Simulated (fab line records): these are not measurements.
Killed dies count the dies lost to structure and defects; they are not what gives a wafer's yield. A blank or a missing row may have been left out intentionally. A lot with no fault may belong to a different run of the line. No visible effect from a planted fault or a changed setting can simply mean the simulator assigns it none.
Commonality check across tools + flow berkeley_cmos170 + Sample size 15 lots and 54 wafers

== THE REASON FOR OPENING IT ==
At UCB170_NVT_TW_MEAS_09 the reading NVT_TW is flagged on 3 of 15 lots. Fault-free wafers read 524, with a standard deviation of 5.4.
Rule: a lot gets a flag if all its wafers with a number sit over 4 standard deviations from that mean, or if no wafer of it has a number. As for the other lots, they are considered sound.

| lot  | measured     | on            | NVT_TW, wafer by wafer  | flag    |
|------|--------------|---------------|-------------------------|---------|
| L226 | day 6 08:47  | film_metro-03 | 523 526 524             |         |
| L229 | day 7 05:10  | film_metro-04 | 528 529 526             |         |
| L228 | day 7 05:35  | film_metro-01 | 514 514 516             |         |
| L231 | day 7 13:29  | film_metro-03 | 525 525 527             |         |
| L234 | day 7 22:46  | film_metro-04 | 527 530 530             |         |
| L239 | day 8 19:56  | film_metro-03 | 526 526 526             |         |
| L236 | day 8 20:08  | film_metro-04 | 530 529 527             |         |
| L237 | day 8 20:20  | film_metro-03 | 525 523 524             |         |
| L240 | day 9 06:50  | film_metro-01 | 561 563 564 565 566 562 | FLAGGED |
| L242 | day 9 17:16  | film_metro-01 | 562 564 563 561 563 564 | FLAGGED |
| L243 | day 9 17:31  | film_metro-04 | 529 530 528             |         |
| L244 | day 9 17:36  | film_metro-03 | 567 571 569 570 568 567 | FLAGGED |
| L247 | day 10 10:07 | film_metro-04 | 527 526 526             |         |
| L246 | day 10 10:24 | film_metro-04 | 527 526 525             |         |
| L248 | day 10 11:00 | film_metro-01 | 516 514 515             |         |
On average the flagged lots' numbers are 565, which is +41 against the usual, or +8 standard deviations.

== LOT BY LOT: THE TOOL USED ==
The record holds 1 process step before the reading, out of a route of 331 steps. In each cell: the tool, then ch and the chambers that the sampled wafers went through, then the start.
| lot  | flag    | UCB170_NVT_IMPLANT_07           |
|------|---------|---------------------------------|
| L226 |         | implanter-03 ch 0, day 6 08:32  |
| L229 |         | implanter-04 ch 0, day 7 04:55  |
| L228 |         | implanter-04 ch 0, day 7 05:20  |
| L231 |         | implanter-04 ch 0, day 7 13:15  |
| L234 |         | implanter-04 ch 0, day 7 22:31  |
| L239 |         | implanter-03 ch 0, day 8 19:42  |
| L236 |         | implanter-04 ch 0, day 8 19:53  |
| L237 |         | implanter-03 ch 0, day 8 20:05  |
| L240 | FLAGGED | implanter-03 ch 0, day 9 06:37  |
| L242 | FLAGGED | implanter-03 ch 0, day 9 16:59  |
| L243 |         | implanter-02 ch 0, day 9 17:16  |
| L244 | FLAGGED | implanter-03 ch 0, day 9 17:23  |
| L247 |         | implanter-04 ch 0, day 10 09:54 |
| L246 |         | implanter-04 ch 0, day 10 10:09 |
| L248 |         | implanter-04 ch 0, day 10 10:45 |
What is done by these steps:
- UCB170_NVT_IMPLANT_07
- UCB170_NVT_TW_MEAS_09

== FLAGGED OVER TOTAL, TOOL BY TOOL (the gauges that took the reading come last) ==
| step                  | tool          | lots run | flagged | share of the flagged lots | sound lots run after its first flagged lot |
|-----------------------|---------------|----------|---------|---------------------------|--------------------------------------------|
| UCB170_NVT_IMPLANT_07 | implanter-02  | 1        | 0       | none                      | -                                          |
| UCB170_NVT_IMPLANT_07 | implanter-03  | 6        | 3       | all                       | 0                                          |
| UCB170_NVT_IMPLANT_07 | implanter-04  | 8        | 0       | none                      | -                                          |
| UCB170_NVT_TW_MEAS_09 | film_metro-01 | 4        | 2       | some                      | 1 (L248)                                   |
| UCB170_NVT_TW_MEAS_09 | film_metro-03 | 5        | 1       | some                      | 0                                          |
| UCB170_NVT_TW_MEAS_09 | film_metro-04 | 6        | 0       | none                      | -                                          |

== THE TABLE: WHAT IT ALLOWS ==
1 row of the table ran every flagged lot: implanter-03 at UCB170_NVT_IMPLANT_07.
- implanter-03 at UCB170_NVT_IMPLANT_07 ran 6 lots, 3 of them flagged. Last sound lot L237 at day 8 20:05, first flagged lot L240 at day 9 06:37; a fault beginning in between fits. Its own readings lie more than 4 standard deviations out on every wafer of the flagged lots: dose_ions_cm2, faraday_current_uA.
Left over: one tool, implanter-03 at UCB170_NVT_IMPLANT_07.

== WHAT HAD BEEN PUT IN BY THE SIMULATOR ==
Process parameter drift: implanter-03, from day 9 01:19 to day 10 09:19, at UCB170_NVT_IMPLANT_07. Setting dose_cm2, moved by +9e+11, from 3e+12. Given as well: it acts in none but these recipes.
Shown lots that were struck: L240, L242, L244. The rule given above showed the same thing.
